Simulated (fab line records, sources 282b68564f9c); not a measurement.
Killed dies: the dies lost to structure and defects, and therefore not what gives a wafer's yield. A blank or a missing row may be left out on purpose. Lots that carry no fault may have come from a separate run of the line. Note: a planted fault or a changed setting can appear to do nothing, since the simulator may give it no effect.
A lot that was struck, set against a sound lot | flow rit cmos | 15 out of 202 route steps
Sound: wafers L500.1, L500.4, L500.5. Struck: wafers L505.1, L505.4, L505.6. The cause is named last.
For every step that has rows: the tool of each side, followed by ch and its chambers, followed by its first start. Under that, the readings that differ: sound wafers | struck wafers | difference of the means | sigmas: that difference in standard deviations of wafers without a fault.
alike: a reading whose means differ by less than 2 such deviations, as well as words and numbers matching on both sides. not compared: withheld readings; readings where some wafer has no value; bounds like >300 that might hide an equal value; numbers whose values overlap and for which the record gives no deviation.
A row with sigmas, a row that says differs or no value, or rows on one side alone: a step with any of these is where the two part. When numbers do not overlap yet have no deviation, they are printed without sigmas and do not part them. A reading that every wafer of one side lacks parts them only if that side has two wafers or more.

RIT_GATE_THK_MEAS_07:
  sound on film metro-03, day 4 09:39; struck on film metro-03, day 5 11:32
  alike: GATE_OXIDE_THK
then, 1 step without rows for these wafers: RIT_GATE_CVD_08 (deposits poly-Si from SiH4, target thk 250 nm, time 2220 s).
RIT_GATE_THK_MEAS_09:
  sound on film metro-03, day 4 11:20; struck on film metro-03, day 5 13:12
  alike: GATE_POLY_THK
then, 6 steps without rows for these wafers: RIT_GATE_HMDS_10 (prime time 60 s); RIT_GATE_COAT_11 (resist thk 850 nm); RIT_GATE_SOFTBAKE_12 (time 60 s); RIT_GATE_EXPOSE_13 (exposes mask M6, target cd 150 nm); RIT_GATE_PEB_14; RIT_GATE_DEVELOP_15 (develop time 50 s).
RIT_GATE_CD_MEAS_16 targets a cd of 150 nm.
  sound on cd sem-01, day 4 12:22; struck on cd sem-02, day 5 14:14
  alike: cd nm
RIT_GATE_OVL_MEAS_17:
  sound on overlay-02, day 4 12:29; struck on overlay-02, day 5 14:22
  alike: GATE_OVL
then, 1 step without rows for these wafers: RIT_GATE_HARDBAKE_18 (time 60 s).
RIT_GATE_ETCH_19: etches poly-Si in SF6/CHF3/O2, stops on SiO2, time 165 s, target depth 312.5 nm.
  sound on rie si-01 ch 0,1,2, day 4 12:42; struck on rie si-02 ch 1,2, day 5 14:33
  reading                                   | sound             | struck            | difference | sigmas
  oes product au (a.u.)                     | 0.831 0.860 0.875 | 0.662 0.667 0.659 | -0.193     | -15
  model.etch.depth nm (nm)                  | 248.7 249.9 250.5 | 176.1 177.1 174.3 | -73.9      |
  model.GATE.feature depth nm (nm)          | 248.7 249.9 250.5 | 176.1 177.1 174.3 | -73.9      |
  model.NOVOLAK_of_GATE_COAT_11.thk nm (nm) | 668.9 669.4 670.2 | 709.9 707.6 706.6 | +38.5      |
  alike: drypump motor current A, throttle valve pct
  not compared: rf hours counter h
RIT_GATE_STRIP_20: strips in O2, time 180 s.
  sound on plasma asher-04 ch 0, day 4 12:49; struck on plasma asher-04 ch 0,1, day 5 14:40
  alike: drypump motor current A
  not compared: rf hours counter h
RIT_M1_PROBE_99:
  rows exist in the record for the struck wafers here (prober-02, day 6 11:58), but not for the sound ones

== WHERE THEY PART ==
First at RIT_GATE_ETCH_19; last, within this record, at RIT_M1_PROBE_99.

WHY: the cause the simulator had injected
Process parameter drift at RIT_GATE_ETCH_19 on rie si-02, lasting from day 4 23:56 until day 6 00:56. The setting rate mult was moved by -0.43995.
